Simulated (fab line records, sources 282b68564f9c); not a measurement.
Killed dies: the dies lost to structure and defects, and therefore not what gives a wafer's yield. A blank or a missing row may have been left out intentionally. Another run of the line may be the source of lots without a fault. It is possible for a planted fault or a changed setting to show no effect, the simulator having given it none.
fab line records || flow rit_cmos
[record] {"lots": 7, "wafers": 21, "last_day": 7}
route steps=202 shown NLDD@105 PLDD@114 M1@202
lots with no fault: from the same line, run without faults
start_h: start of the lot's first displayed wafer, in hours after the record's first day || wait_h: hours elapsed since this lot's preceding step || " same as the row above || L1.1+2: several wafers, shown together as one row || - no value, or no start was given || * or withheld: withheld || < > ~ a bound
route shown NAME@n: a module of which the file shows steps, and the number in the route of the first || usual: mean and standard deviation over wafers with no fault || same: alike in all rows || chamber/n: place in a boat || sites: each site's reading || _std_site: how widely they spread, as a standard deviation || _edge_site: outer sites' mean less inner sites' || radius_mm: for every site, how far away it sits from the centre of the wafer || mask NAME#n: copy n || behind: the last tool/chamber to shape the wafer || hold: what put the lot on hold/how long, in hours/how the hold closed || device: names the non-switching transistor (n, p or np) || end of line: tests of these same wafers at the route's end || a step with no rows: only its recipe || killed: the dies lost at the first sort to structure and to defects; this is not the yield of the wafer || map: the dies of a wafer, with x for killed, . for not killed, _ for no die there
set.NAME: setting as actually run; set.NAME@STEP: the setting as run at that earlier step || model.NAME: the simulator's own value behind a step, which no gauge read
lots at selected steps of the route; one table per step, one row per wafer
services: when a tool's chamber went out of use (start_h, in hours from the record's first day, below 0 if earlier), for how many hours, and the reason
[[steps]]
[step RIT_NLDD_SOFTBAKE_02]
[recipe] {"resist": "NOVOLAK", "temp_c": 90, "time_s": 60}
[step RIT_NLDD_EXPOSE_03]
[recipe] {"mask_id": "M7", "na": 0.57, "target_cd_nm": 40700, "dose_mj": 250}
[step RIT_NLDD_PEB_04]
[recipe] {"resist": "NOVOLAK", "temp_c": "withheld", "time_s": "withheld"}
[step RIT_NLDD_DEVELOP_05]
[recipe] {"resist": "NOVOLAK", "develop_time_s": 50, "dev_temp_c": 23}
[step RIT_NLDD_OVL_MEAS_06]
[usual] {"NLDD_OVL": "0.4/1.2"}
{"lot.wafer": "L162.2", "tool": "overlay-01", "chamber": "-", "start_h": 54.00, "wait_h": "-", "NLDD_OVL[nm]": -0.1}
{"lot.wafer": "L162.4", "tool": "overlay-01", "chamber": "-", "start_h": 54.00, "wait_h": "-", "NLDD_OVL[nm]": 2.0}
{"lot.wafer": "L162.5", "tool": "overlay-01", "chamber": "-", "start_h": 54.00, "wait_h": "-", "NLDD_OVL[nm]": 0.8}
{"lot.wafer": "L167.1", "tool": "overlay-01", "chamber": "-", "start_h": 82.32, "wait_h": "-", "NLDD_OVL[nm]": -1.2}
{"lot.wafer": "L167.3", "tool": "overlay-01", "chamber": "-", "start_h": 82.32, "wait_h": "-", "NLDD_OVL[nm]": -1.7}
{"lot.wafer": "L167.4", "tool": "overlay-01", "chamber": "-", "start_h": 82.32, "wait_h": "-", "NLDD_OVL[nm]": -0.4}
{"lot.wafer": "L169.3", "tool": "overlay-02", "chamber": "-", "start_h": 91.18, "wait_h": "-", "NLDD_OVL[nm]": -0.8}
{"lot.wafer": "L169.5", "tool": "overlay-02", "chamber": "-", "start_h": 91.18, "wait_h": "-", "NLDD_OVL[nm]": 1.7}
{"lot.wafer": "L169.6", "tool": "overlay-02", "chamber": "-", "start_h": 91.18, "wait_h": "-", "NLDD_OVL[nm]": 1.0}
{"lot.wafer": "L170.1", "tool": "overlay-01", "chamber": "-", "start_h": 94.11, "wait_h": "-", "NLDD_OVL[nm]": 0.6}
{"lot.wafer": "L170.5", "tool": "overlay-01", "chamber": "-", "start_h": 94.11, "wait_h": "-", "NLDD_OVL[nm]": -1.7}
{"lot.wafer": "L170.6", "tool": "overlay-01", "chamber": "-", "start_h": 94.11, "wait_h": "-", "NLDD_OVL[nm]": -1.6}
{"lot.wafer": "L172.1", "tool": "overlay-02", "chamber": "-", "start_h": 105.85, "wait_h": "-", "NLDD_OVL[nm]": 0.2}
{"lot.wafer": "L172.2", "tool": "overlay-02", "chamber": "-", "start_h": 105.85, "wait_h": "-", "NLDD_OVL[nm]": 0.0}
{"lot.wafer": "L172.4", "tool": "overlay-02", "chamber": "-", "start_h": 105.85, "wait_h": "-", "NLDD_OVL[nm]": 1.1}
{"lot.wafer": "L178.1", "tool": "overlay-01", "chamber": "-", "start_h": 134.84, "wait_h": "-", "NLDD_OVL[nm]": 1.3}
{"lot.wafer": "L178.2", "tool": "overlay-01", "chamber": "-", "start_h": 134.84, "wait_h": "-", "NLDD_OVL[nm]": -0.6}
{"lot.wafer": "L178.6", "tool": "overlay-01", "chamber": "-", "start_h": 134.84, "wait_h": "-", "NLDD_OVL[nm]": -0.4}
{"lot.wafer": "L181.1", "tool": "overlay-01", "chamber": "-", "start_h": 150.44, "wait_h": "-", "NLDD_OVL[nm]": 1.5}
{"lot.wafer": "L181.2", "tool": "overlay-01", "chamber": "-", "start_h": 150.44, "wait_h": "-", "NLDD_OVL[nm]": 0.8}
{"lot.wafer": "L181.5", "tool": "overlay-01", "chamber": "-", "start_h": 150.44, "wait_h": "-", "NLDD_OVL[nm]": 0.9}
[step RIT_NLDD_HARDBAKE_07]
[recipe] {"resist": "NOVOLAK", "temp_c": 140, "time_s": 60}
[step RIT_NLDD_IMPLANT_08]
[recipe] {"species": "P", "energy_kev": 20, "dose_cm2": 5e+14, "tilt_deg": 7}
[step RIT_NLDD_STRIP_09]
[recipe] {"chemistry": "O2", "time_s": 180, "resist": "NOVOLAK", "platen_temp_c": "withheld", "power_w": 500, "pressure_mtorr": 4000, "o2_flow_sccm": 4000}
[usual] {"drypump_motor_current_A": "5.9/0.37"}
{"lot.wafer": "L162.2", "tool": "plasma_asher-04", "chamber": 1, "start_h": 54.33, "wait_h": 0.1, "drypump_motor_current_A": 6.4, "rf_hours_counter_h": 41}
{"lot.wafer": "L162.4", "tool": "plasma_asher-04", "chamber": 1, "start_h": 54.33, "wait_h": 0.1, "drypump_motor_current_A": 6.4, "rf_hours_counter_h": "-"}
{"lot.wafer": "L162.5", "tool": "plasma_asher-04", "chamber": 0, "start_h": 54.33, "wait_h": 0.1, "drypump_motor_current_A": 5.6, "rf_hours_counter_h": "-"}
{"lot.wafer": "L167.1", "tool": "plasma_asher-02", "chamber": 1, "start_h": 82.66, "wait_h": 0.1, "drypump_motor_current_A": 5.5, "rf_hours_counter_h": 31}
{"lot.wafer": "L167.3", "tool": "plasma_asher-02", "chamber": 0, "start_h": 82.66, "wait_h": 0.1, "drypump_motor_current_A": 5.6, "rf_hours_counter_h": "-"}
{"lot.wafer": "L167.4", "tool": "plasma_asher-02", "chamber": 1, "start_h": 82.66, "wait_h": 0.1, "drypump_motor_current_A": 5.5, "rf_hours_counter_h": "-"}
{"lot.wafer": "L169.3", "tool": "plasma_asher-02", "chamber": 1, "start_h": 91.56, "wait_h": 0.1, "drypump_motor_current_A": 5.5, "rf_hours_counter_h": "-"}
{"lot.wafer": "L169.5", "tool": "plasma_asher-02", "chamber": 0, "start_h": 91.56, "wait_h": 0.1, "drypump_motor_current_A": 5.6, "rf_hours_counter_h": "-"}
{"lot.wafer": "L169.6", "tool": "plasma_asher-02", "chamber": 1, "start_h": 91.56, "wait_h": 0.1, "drypump_motor_current_A": 5.5, "rf_hours_counter_h": "-"}
{"lot.wafer": "L170.1", "tool": "plasma_asher-03", "chamber": 0, "start_h": 94.44, "wait_h": 0.1, "drypump_motor_current_A": 6.4, "rf_hours_counter_h": 47}
{"lot.wafer": "L170.5", "tool": "plasma_asher-03", "chamber": 1, "start_h": 94.44, "wait_h": 0.1, "drypump_motor_current_A": 5.7, "rf_hours_counter_h": "-"}
{"lot.wafer": "L170.6", "tool": "plasma_asher-03", "chamber": 0, "start_h": 94.44, "wait_h": 0.1, "drypump_motor_current_A": 6.4, "rf_hours_counter_h": "-"}
{"lot.wafer": "L172.1", "tool": "plasma_asher-02", "chamber": 1, "start_h": 106.18, "wait_h": 0.1, "drypump_motor_current_A": 5.5, "rf_hours_counter_h": 33}
{"lot.wafer": "L172.2", "tool": "plasma_asher-02", "chamber": 0, "start_h": 106.18, "wait_h": 0.1, "drypump_motor_current_A": 5.6, "rf_hours_counter_h": 33}
{"lot.wafer": "L172.4", "tool": "plasma_asher-02", "chamber": 1, "start_h": 106.18, "wait_h": 0.1, "drypump_motor_current_A": 5.5, "rf_hours_counter_h": "-"}
{"lot.wafer": "L178.1", "tool": "plasma_asher-04", "chamber": 0, "start_h": 135.17, "wait_h": 0.1, "drypump_motor_current_A": 5.6, "rf_hours_counter_h": 2}
{"lot.wafer": "L178.2", "tool": "plasma_asher-04", "chamber": 1, "start_h": 135.17, "wait_h": 0.1, "drypump_motor_current_A": 6.4, "rf_hours_counter_h": 2}
{"lot.wafer": "L178.6", "tool": "plasma_asher-04", "chamber": 1, "start_h": 135.17, "wait_h": 0.1, "drypump_motor_current_A": 6.4, "rf_hours_counter_h": "-"}
{"lot.wafer": "L181.1", "tool": "plasma_asher-04", "chamber": 1, "start_h": 150.78, "wait_h": 0.1, "drypump_motor_current_A": 6.4, "rf_hours_counter_h": 3}
{"lot.wafer": "L181.2", "tool": "plasma_asher-04", "chamber": 0, "start_h": 150.78, "wait_h": 0.1, "drypump_motor_current_A": 5.6, "rf_hours_counter_h": 3}
{"lot.wafer": "L181.5", "tool": "plasma_asher-04", "chamber": 0, "start_h": 150.78, "wait_h": 0.1, "drypump_motor_current_A": 5.6, "rf_hours_counter_h": "-"}
[step RIT_NLDD_TW_MEAS_10]
[usual] {"NLDD_TW": "2490/20"}
{"lot.wafer": "L162.2", "tool": "film_metro-04", "chamber": "-", "start_h": 54.51, "wait_h": 0.1, "NLDD_TW": 2497}
{"lot.wafer": "L162.4", "tool": "film_metro-04", "chamber": "-", "start_h": 54.51, "wait_h": 0.1, "NLDD_TW": 2498}
{"lot.wafer": "L162.5", "tool": "film_metro-04", "chamber": "-", "start_h": 54.51, "wait_h": 0.1, "NLDD_TW": 2504}
{"lot.wafer": "L167.1", "tool": "film_metro-01", "chamber": "-", "start_h": 82.84, "wait_h": 0.1, "NLDD_TW": 2467}
{"lot.wafer": "L167.3", "tool": "film_metro-01", "chamber": "-", "start_h": 82.84, "wait_h": 0.1, "NLDD_TW": 2463}
{"lot.wafer": "L167.4", "tool": "film_metro-01", "chamber": "-", "start_h": 82.84, "wait_h": 0.1, "NLDD_TW": 2468}
{"lot.wafer": "L169.3", "tool": "film_metro-01", "chamber": "-", "start_h": 91.70, "wait_h": 0.1, "NLDD_TW": 2459}
{"lot.wafer": "L169.5", "tool": "film_metro-01", "chamber": "-", "start_h": 91.70, "wait_h": 0.1, "NLDD_TW": 2477}
{"lot.wafer": "L169.6", "tool": "film_metro-01", "chamber": "-", "start_h": 91.70, "wait_h": 0.1, "NLDD_TW": 2471}
{"lot.wafer": "L170.1", "tool": "film_metro-03", "chamber": "-", "start_h": 94.62, "wait_h": 0.1, "NLDD_TW": 2511}
{"lot.wafer": "L170.5", "tool": "film_metro-03", "chamber": "-", "start_h": 94.62, "wait_h": 0.1, "NLDD_TW": 2503}
{"lot.wafer": "L170.6", "tool": "film_metro-03", "chamber": "-", "start_h": 94.62, "wait_h": 0.1, "NLDD_TW": 2516}
{"lot.wafer": "L172.1", "tool": "film_metro-04", "chamber": "-", "start_h": 106.36, "wait_h": 0.1, "NLDD_TW": 2507}
{"lot.wafer": "L172.2", "tool": "film_metro-04", "chamber": "-", "start_h": 106.36, "wait_h": 0.1, "NLDD_TW": 2530}
{"lot.wafer": "L172.4", "tool": "film_metro-04", "chamber": "-", "start_h": 106.36, "wait_h": 0.1, "NLDD_TW": 2512}
{"lot.wafer": "L178.1", "tool": "film_metro-03", "chamber": "-", "start_h": 135.35, "wait_h": 0.1, "NLDD_TW": 2479}
{"lot.wafer": "L178.2", "tool": "film_metro-03", "chamber": "-", "start_h": 135.35, "wait_h": 0.1, "NLDD_TW": 2491}
{"lot.wafer": "L178.6", "tool": "film_metro-03", "chamber": "-", "start_h": 135.35, "wait_h": 0.1, "NLDD_TW": 2485}
{"lot.wafer": "L181.1", "tool": "film_metro-03", "chamber": "-", "start_h": 150.95, "wait_h": 0.1, "NLDD_TW": 2515}
{"lot.wafer": "L181.2", "tool": "film_metro-03", "chamber": "-", "start_h": 150.95, "wait_h": 0.1, "NLDD_TW": 2495}
{"lot.wafer": "L181.5", "tool": "film_metro-03", "chamber": "-", "start_h": 150.95, "wait_h": 0.1, "NLDD_TW": 2493}
[step RIT_PLDD_HMDS_00]
[recipe] {"prime_time_s": 60, "prime_temp_c": 140}
[step RIT_PLDD_COAT_01]
[recipe] {"resist": "NOVOLAK", "spin_rpm": 3250, "resist_thk_nm": 1000}
[step RIT_PLDD_SOFTBAKE_02]
[recipe] {"resist": "NOVOLAK", "temp_c": 90, "time_s": 60}
[step RIT_PLDD_EXPOSE_03]
[recipe] {"mask_id": "M8", "na": 0.57, "target_cd_nm": 40900, "dose_mj": 250}
{"lot.wafer": "L162.2+4+5", "tool": "iline_stepper-02", "chamber": 0, "start_h": 55.16, "wait_h": 0.2, "mask": "M8#0", "model.PLDD.overlay_x_nm": 0.8718}
{"lot.wafer": "L167.1+3+4", "tool": "iline_stepper-02", "chamber": 0, "start_h": 83.47, "wait_h": 0.2, "mask": "M8#0", "model.PLDD.overlay_x_nm": -149.5}
{"lot.wafer": "L169.3+5+6", "tool": "iline_stepper-02", "chamber": 0, "start_h": 92.35, "wait_h": 0.2, "mask": "M8#0", "model.PLDD.overlay_x_nm": -148.5}
{"lot.wafer": "L170.1+5+6", "tool": "iline_stepper-02", "chamber": 0, "start_h": 95.13, "wait_h": 0.1, "mask": "M8#0", "model.PLDD.overlay_x_nm": -149.6}
{"lot.wafer": "L172.1+2+4", "tool": "iline_stepper-01", "chamber": 0, "start_h": 106.99, "wait_h": 0.2, "mask": "M8#0", "model.PLDD.overlay_x_nm": 0.5347}
{"lot.wafer": "L178.1+2+6", "tool": "iline_stepper-01", "chamber": 0, "start_h": 135.98, "wait_h": 0.2, "mask": "M8#0", "model.PLDD.overlay_x_nm": 0.8282}
{"lot.wafer": "L181.1+2+5", "tool": "iline_stepper-01", "chamber": 0, "start_h": 151.46, "wait_h": 0.1, "mask": "M8#0", "model.PLDD.overlay_x_nm": 0.7119}
[step RIT_PLDD_PEB_04]
[recipe] {"resist": "NOVOLAK", "temp_c": "withheld", "time_s": "withheld"}
[step RIT_PLDD_DEVELOP_05]
[recipe] {"resist": "NOVOLAK", "develop_time_s": 50, "dev_temp_c": 23}
[step RIT_PLDD_OVL_MEAS_06]
[usual] {"PLDD_OVL": "0.1/1.3"}
{"lot.wafer": "L162.2", "tool": "overlay-01", "chamber": "-", "start_h": 55.54, "wait_h": "-", "PLDD_OVL[nm]": 0.3}
{"lot.wafer": "L162.4", "tool": "overlay-01", "chamber": "-", "start_h": 55.54, "wait_h": "-", "PLDD_OVL[nm]": 1.3}
{"lot.wafer": "L162.5", "tool": "overlay-01", "chamber": "-", "start_h": 55.54, "wait_h": "-", "PLDD_OVL[nm]": -0.4}
{"lot.wafer": "L167.1", "tool": "overlay-02", "chamber": "-", "start_h": 83.92, "wait_h": "-", "PLDD_OVL[nm]": -151.7}
{"lot.wafer": "L167.3", "tool": "overlay-02", "chamber": "-", "start_h": 83.92, "wait_h": "-", "PLDD_OVL[nm]": -148.2}
{"lot.wafer": "L167.4", "tool": "overlay-02", "chamber": "-", "start_h": 83.92, "wait_h": "-", "PLDD_OVL[nm]": -151.1}
{"lot.wafer": "L169.3", "tool": "overlay-02", "chamber": "-", "start_h": 92.72, "wait_h": "-", "PLDD_OVL[nm]": -148.1}
{"lot.wafer": "L169.5", "tool": "overlay-02", "chamber": "-", "start_h": 92.72, "wait_h": "-", "PLDD_OVL[nm]": -150.3}
{"lot.wafer": "L169.6", "tool": "overlay-02", "chamber": "-", "start_h": 92.72, "wait_h": "-", "PLDD_OVL[nm]": -147.2}
{"lot.wafer": "L170.1", "tool": "overlay-02", "chamber": "-", "start_h": 95.53, "wait_h": "-", "PLDD_OVL[nm]": -149.1}
{"lot.wafer": "L170.5", "tool": "overlay-02", "chamber": "-", "start_h": 95.53, "wait_h": "-", "PLDD_OVL[nm]": -152.4}
{"lot.wafer": "L170.6", "tool": "overlay-02", "chamber": "-", "start_h": 95.53, "wait_h": "-", "PLDD_OVL[nm]": -149.2}
{"lot.wafer": "L172.1", "tool": "overlay-02", "chamber": "-", "start_h": 107.39, "wait_h": "-", "PLDD_OVL[nm]": 1.1}
{"lot.wafer": "L172.2", "tool": "overlay-02", "chamber": "-", "start_h": 107.39, "wait_h": "-", "PLDD_OVL[nm]": -1.2}
{"lot.wafer": "L172.4", "tool": "overlay-02", "chamber": "-", "start_h": 107.39, "wait_h": "-", "PLDD_OVL[nm]": 0.5}
{"lot.wafer": "L178.1", "tool": "overlay-01", "chamber": "-", "start_h": 136.38, "wait_h": "-", "PLDD_OVL[nm]": 1.5}
{"lot.wafer": "L178.2", "tool": "overlay-01", "chamber": "-", "start_h": 136.38, "wait_h": "-", "PLDD_OVL[nm]": 0.6}
{"lot.wafer": "L178.6", "tool": "overlay-01", "chamber": "-", "start_h": 136.38, "wait_h": "-", "PLDD_OVL[nm]": 0.9}
{"lot.wafer": "L181.1", "tool": "overlay-01", "chamber": "-", "start_h": 151.86, "wait_h": "-", "PLDD_OVL[nm]": 2.2}
{"lot.wafer": "L181.2", "tool": "overlay-01", "chamber": "-", "start_h": 151.86, "wait_h": "-", "PLDD_OVL[nm]": 2.2}
{"lot.wafer": "L181.5", "tool": "overlay-01", "chamber": "-", "start_h": 151.86, "wait_h": "-", "PLDD_OVL[nm]": 2.1}
[step RIT_PLDD_HARDBAKE_07]
[recipe] {"resist": "NOVOLAK", "temp_c": 140, "time_s": 60}
[step RIT_M1_PROBE_99]
[usual] {"killed_at_contacts": "0.1/0.25", "killed_at_front_end": "6.3/2.9", "killed_dies": "6.4/2.8", "killed_on_rim": "1.7/1.4", "killed_open": "3.3/2", "killed_short": "3.1/2"}
[same] {"gross_dies": 264, "killed_at_M0_to_M3": 0, "killed_at_M4_up": 0, "killed_at_back_side": 0, "killed_at_other": 0}
{"lot.wafer": "L162.2", "tool": "prober-01", "chamber": "-", "start_h": 69.34, "wait_h": 0.1, "killed_at_contacts": 0, "killed_at_front_end": 6, "killed_dies": 6, "killed_on_rim": 2, "killed_open": 4, "killed_short": 2, "model.etest.pldd.width_nm": 3163}
{"lot.wafer": "L162.4", "tool": "prober-01", "chamber": "-", "start_h": 69.44, "wait_h": 0.2, "killed_at_contacts": 0, "killed_at_front_end": 3, "killed_dies": 3, "killed_on_rim": 0, "killed_open": 3, "killed_short": 0, "model.etest.pldd.width_nm": 3152}
{"lot.wafer": "L162.5", "tool": "prober-01", "chamber": "-", "start_h": 69.49, "wait_h": 0.2, "killed_at_contacts": 0, "killed_at_front_end": 3, "killed_dies": 3, "killed_on_rim": 1, "killed_open": 2, "killed_short": 1, "model.etest.pldd.width_nm": 3139}
{"lot.wafer": "L167.1", "tool": "prober-02", "chamber": "-", "start_h": 98.02, "wait_h": 0.1, "killed_at_contacts": 0, "killed_at_front_end": 5, "killed_dies": 5, "killed_on_rim": 1, "killed_open": 1, "killed_short": 4, "model.etest.pldd.width_nm": 3111}
{"lot.wafer": "L167.3", "tool": "prober-02", "chamber": "-", "start_h": 98.12, "wait_h": 0.2, "killed_at_contacts": 0, "killed_at_front_end": 11, "killed_dies": 11, "killed_on_rim": 4, "killed_open": 3, "killed_short": 8, "model.etest.pldd.width_nm": 3092}
{"lot.wafer": "L167.4", "tool": "prober-02", "chamber": "-", "start_h": 98.17, "wait_h": 0.2, "killed_at_contacts": 0, "killed_at_front_end": 6, "killed_dies": 6, "killed_on_rim": 2, "killed_open": 1, "killed_short": 5, "model.etest.pldd.width_nm": 3088}
{"lot.wafer": "L169.3", "tool": "prober-02", "chamber": "-", "start_h": 107.32, "wait_h": 0.2, "killed_at_contacts": 0, "killed_at_front_end": 5, "killed_dies": 5, "killed_on_rim": 0, "killed_open": 1, "killed_short": 4, "model.etest.pldd.width_nm": 3102}
{"lot.wafer": "L169.5", "tool": "prober-02", "chamber": "-", "start_h": 107.42, "wait_h": 0.2, "killed_at_contacts": 0, "killed_at_front_end": 5, "killed_dies": 5, "killed_on_rim": 2, "killed_open": 2, "killed_short": 3, "model.etest.pldd.width_nm": 3102}
{"lot.wafer": "L169.6", "tool": "prober-02", "chamber": "-", "start_h": 107.47, "wait_h": 0.2, "killed_at_contacts": 0, "killed_at_front_end": 5, "killed_dies": 5, "killed_on_rim": 2, "killed_open": 2, "killed_short": 3, "model.etest.pldd.width_nm": 3097}
{"lot.wafer": "L170.1", "tool": "prober-02", "chamber": "-", "start_h": 109.89, "wait_h": 0.1, "killed_at_contacts": 0, "killed_at_front_end": 8, "killed_dies": 8, "killed_on_rim": 3, "killed_open": 6, "killed_short": 2, "model.etest.pldd.width_nm": 3095}
{"lot.wafer": "L170.5", "tool": "prober-02", "chamber": "-", "start_h": 110.09, "wait_h": 0.2, "killed_at_contacts": 0, "killed_at_front_end": 3, "killed_dies": 3, "killed_on_rim": 0, "killed_open": 3, "killed_short": 0, "model.etest.pldd.width_nm": 3101}
{"lot.wafer": "L170.6", "tool": "prober-02", "chamber": "-", "start_h": 110.14, "wait_h": 0.2, "killed_at_contacts": 1, "killed_at_front_end": 5, "killed_dies": 6, "killed_on_rim": 2, "killed_open": 3, "killed_short": 3, "model.etest.pldd.width_nm": 3095}
{"lot.wafer": "L172.1", "tool": "prober-02", "chamber": "-", "start_h": 122.94, "wait_h": 0.1, "killed_at_contacts": 0, "killed_at_front_end": 5, "killed_dies": 5, "killed_on_rim": 0, "killed_open": 2, "killed_short": 3, "model.etest.pldd.width_nm": 3189}
{"lot.wafer": "L172.2", "tool": "prober-02", "chamber": "-", "start_h": 122.99, "wait_h": 0.1, "killed_at_contacts": 0, "killed_at_front_end": 8, "killed_dies": 8, "killed_on_rim": 2, "killed_open": 4, "killed_short": 4, "model.etest.pldd.width_nm": 3175}
{"lot.wafer": "L172.4", "tool": "prober-02", "chamber": "-", "start_h": 123.09, "wait_h": 0.2, "killed_at_contacts": 0, "killed_at_front_end": 6, "killed_dies": 6, "killed_on_rim": 2, "killed_open": 3, "killed_short": 3, "model.etest.pldd.width_nm": 3165}
{"lot.wafer": "L178.1", "tool": "prober-02", "chamber": "-", "start_h": 150.47, "wait_h": 0.1, "killed_at_contacts": 0, "killed_at_front_end": 10, "killed_dies": 10, "killed_on_rim": 3, "killed_open": 7, "killed_short": 3, "model.etest.pldd.width_nm": 3151}
{"lot.wafer": "L178.2", "tool": "prober-02", "chamber": "-", "start_h": 150.52, "wait_h": 0.1, "killed_at_contacts": 1, "killed_at_front_end": 5, "killed_dies": 6, "killed_on_rim": 3, "killed_open": 2, "killed_short": 4, "model.etest.pldd.width_nm": 3165}
{"lot.wafer": "L178.6", "tool": "prober-02", "chamber": "-", "start_h": 150.72, "wait_h": 0.2, "killed_at_contacts": 0, "killed_at_front_end": 12, "killed_dies": 12, "killed_on_rim": 4, "killed_open": 7, "killed_short": 5, "model.etest.pldd.width_nm": 3160}
{"lot.wafer": "L181.1", "tool": "prober-01", "chamber": "-", "start_h": 165.99, "wait_h": 0.1, "killed_at_contacts": 0, "killed_at_front_end": 12, "killed_dies": 12, "killed_on_rim": 2, "killed_open": 11, "killed_short": 1, "model.etest.pldd.width_nm": 3124}
{"lot.wafer": "L181.2", "tool": "prober-01", "chamber": "-", "start_h": 166.04, "wait_h": 0.1, "killed_at_contacts": 0, "killed_at_front_end": 11, "killed_dies": 11, "killed_on_rim": 4, "killed_open": 6, "killed_short": 5, "model.etest.pldd.width_nm": 3129}
{"lot.wafer": "L181.5", "tool": "prober-01", "chamber": "-", "start_h": 166.19, "wait_h": 0.2, "killed_at_contacts": 0, "killed_at_front_end": 8, "killed_dies": 8, "killed_on_rim": 2, "killed_open": 5, "killed_short": 3, "model.etest.pldd.width_nm": 3156}
// killed by level:class
L162.2 REOX:geometric_particle:open=2 GATE:geometric_particle:open=1 GATE:geometric_particle:short=1 REOX:geometric_particle:short=1 SPACER:geometric_particle:open=1
L162.4 GATE:geometric_particle:open=3
L162.5 FOX1:geometric_particle:open=1 GATE:geometric_particle:short=1 REOX:geometric_particle:open=1
L167.1 FOX1:geometric_particle:short=2 GATE:geometric_particle:short=2 GATE:geometric_particle:open=1
L167.3 SPACER:geometric_particle:short=4 FOX1:geometric_particle:short=2 SPACER:geometric_particle:open=2 FOX1:geometric_particle:open=1 GATE:geometric_particle:short=1 SILICIDE:geometric_particle:short=1
L167.4 GATE:geometric_particle:short=5 GATE:geometric_particle:open=1
L169.3 FOX1:geometric_particle:short=1 REOX:geometric_particle:open=1 GATE:geometric_particle:short=1 SPACER:geometric_particle:short=1 SILICIDE:geometric_particle:short=1
L169.5 FOX2:geometric_particle:short=1 GATE:geometric_particle:short=1 GATE:geometric_particle:open=1 SPACER:geometric_particle:short=1 SPACER:geometric_particle:open=1
L169.6 GATE:geometric_particle:open=2 GATE:geometric_particle:short=1 SPACER:geometric_particle:short=1 SILICIDE:geometric_particle:short=1
L170.1 GATE:geometric_particle:open=2 SPACER:geometric_particle:open=2 FOX1:geometric_particle:open=1 FOX2:geometric_particle:open=1 GATE:geometric_particle:short=1 SPACER:geometric_particle:short=1
L170.5 GATE:geometric_particle:open=3
L170.6 FOX1:geometric_particle:short=1 GATE:geometric_particle:short=1 GATE:geometric_particle:open=1 SPACER:geometric_particle:open=1 SPACER:geometric_particle:short=1 CONTACT:geometric_particle:open=1
L172.1 FOX1:geometric_particle:open=1 FOX1:geometric_particle:short=1 GATE:geometric_particle:open=1 REOX:geometric_particle:short=1 SILICIDE:geometric_particle:short=1
L172.2 REOX:geometric_particle:short=3 FOX1:geometric_particle:open=2 FOX2:geometric_particle:open=1 GATE:geometric_particle:short=1 SILICIDE:geometric_particle:open=1
L172.4 FOX1:geometric_particle:short=2 GATE:geometric_particle:open=2 FOX1:geometric_particle:open=1 GATE:geometric_particle:short=1
L178.1 GATE:geometric_particle:open=4 GATE:geometric_particle:short=2 FOX1:geometric_particle:short=1 FOX1:geometric_particle:open=1 REOX:geometric_particle:open=1 SPACER:geometric_particle:open=1
L178.2 SILICIDE:geometric_particle:short=2 FOX1:geometric_particle:short=1 REOX:geometric_particle:short=1 REOX:geometric_particle:open=1 CONTACT:geometric_particle:open=1
L178.6 GATE:geometric_particle:short=4 GATE:geometric_particle:open=4 FOX1:geometric_particle:short=1 FOX2:geometric_particle:open=1 SPACER:geometric_particle:open=1 SILICIDE:geometric_particle:open=1
L181.1 GATE:geometric_particle:open=5 SPACER:geometric_particle:open=4 REOX:geometric_particle:open=2 REOX:geometric_particle:short=1
L181.2 GATE:geometric_particle:open=4 FOX1:geometric_particle:short=1 FOX2:geometric_particle:short=1 GATE:geometric_particle:short=1 REOX:geometric_particle:short=1 REOX:geometric_particle:open=1 SPACER:geometric_particle:open=1 SILICIDE:geometric_particle:short=1
L181.5 SPACER:geometric_particle:open=2 FOX2:geometric_particle:open=1 FOX2:geometric_particle:short=1 GATE:geometric_particle:open=1 REOX:geometric_particle:short=1 SPACER:geometric_particle:short=1 SILICIDE:geometric_particle:open=1
[[services]]
{"tool": "plasma_asher-03", "chamber": "-", "start_h": 32.03, "hours": 0.3, "kind": "repair"}
{"tool": "iline_stepper-02", "chamber": "-", "start_h": 49.13, "hours": 1.7, "kind": "pm"}
{"tool": "plasma_asher-03", "chamber": "-", "start_h": 59.40, "hours": 2.3, "kind": "repair"}
{"tool": "iline_stepper-02", "chamber": 0, "start_h": 81.90, "hours": "-", "kind": "calibration"}
{"tool": "iline_stepper-02", "chamber": "-", "start_h": 85.59, "hours": 2.3, "kind": "repair"}
{"tool": "plasma_asher-04", "chamber": "-", "start_h": 108.75, "hours": 9.0, "kind": "pm"}
{"tool": "plasma_asher-04", "chamber": 0, "start_h": 108.75, "hours": 9.0, "kind": "vent_cycle"}
{"tool": "plasma_asher-04", "chamber": 1, "start_h": 108.75, "hours": 9.0, "kind": "vent_cycle"}
{"tool": "plasma_asher-04", "chamber": 0, "start_h": 117.75, "hours": "-", "kind": "clean"}
{"tool": "plasma_asher-04", "chamber": 1, "start_h": 117.75, "hours": "-", "kind": "clean"}
{"tool": "iline_stepper-01", "chamber": 0, "start_h": 131.86, "hours": "-", "kind": "calibration"}
[[key]]
[first_sign] {"step": "RIT_PLDD_OVL_MEAS_06", "reading": "PLDD_OVL", "direction": "down", "sigmas": "99+", "usual": 0.1, "struck": -149.7}
effect none on later readings
[model_effect] {"step": "RIT_PLDD_EXPOSE_03", "value": "PLDD.overlay_x_nm", "without": 0.8084, "struck": -149.2}
[model_effect] {"step": "RIT_M1_PROBE_99", "value": "etest.pldd.width_nm", "without": 3161, "struck": 3098}
met_at RIT_PLDD_EXPOSE_03
struck_wafers L167.1,L167.3,L167.4,L169.3,L169.5,L169.6,L170.1,L170.5,L170.6
tester_left_out L167,L169,L170
onset_between 55.16 83.47
[fault] {"kind": "scanner_matching_overlay", "tool": "iline_stepper-02", "chamber": "-", "onset_h": 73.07, "steps": "RIT_PLDD_EXPOSE_03", "offset": -150}
// tester_left_out: of these lots the tester's yield and bins aren't shown, on N5 and GAA mostly nor the transistor test; their killed dies are dies lost to structure and defects alone, not to doping, threshold or leakage, so they don't give the yield
